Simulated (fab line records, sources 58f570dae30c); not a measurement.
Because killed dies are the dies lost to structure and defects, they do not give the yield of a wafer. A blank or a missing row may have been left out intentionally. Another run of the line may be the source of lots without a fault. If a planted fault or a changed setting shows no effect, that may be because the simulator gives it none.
Chamber matching | flow berkeley-cmos170 | UCB170_M1_ETCH_11 on rie-diel-01 has 4 sister chambers
The step etches BARC in N2/H2. 7 wafers are shown with their chamber, then 7 later ones without.

## WAFERS WITH THEIR CHAMBER
wafer  | chamber | throttle-valve-pct (%) | oes-product-au (a.u.)
L668.2 | 1       | 13.15                  | 1.001
L668.3 | 0       | 13.44                  | 0.977
L668.5 | 2       | 13.41                  | 0.991
L675.2 | 1       | 13.16                  | 1.005
L675.4 | 2       | 13.40                  | 0.994
L676.1 | 3       | 13.25                  | 1.010
L676.4 | 3       | 13.25                  | 1.013

## WAFERS MISSING THEIR CHAMBER
wafer  | throttle-valve-pct (%) | oes-product-au (a.u.)
L676.5 | 13.40                  | 0.992
L677.2 | 13.38                  | 0.990
L677.4 | 13.46                  | 1.005
L677.5 | 13.41                  | 0.987
L679.1 | 13.15                  | 0.995
L679.3 | 13.41                  | 0.987
L679.5 | 13.16                  | 0.991

## WHICH CHAMBER EACH ONE RAN IN
wafer  | from the rows above     | in truth
L676.5 | 2                       | 2
L677.2 | 2                       | 2
L677.4 | can't be placed: 2 or 0 | 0
L677.5 | 2                       | 2
L679.1 | 1                       | 1
L679.3 | 2                       | 2
L679.5 | 1                       | 1
Placed correctly: 6 of 7. Not placeable from these rows: 1 (in 1, the candidates include the true chamber). 0 placed wrongly.
How it was worked out, from the rows above alone: a wafer's distance from a chamber is the root of the sum, over the readings, of the square of ((its reading less the chamber's mean) divided by the reading's scatter). The wafer belongs to the nearest chamber; if the next one is less than 2 further off, it can't be placed. Each chamber's mean is taken over the wafers shown for it. The scatter is the square root of a quotient: the sum, over the shown wafers, of each reading's squared deviation from its chamber's mean, divided by wafers minus chambers.
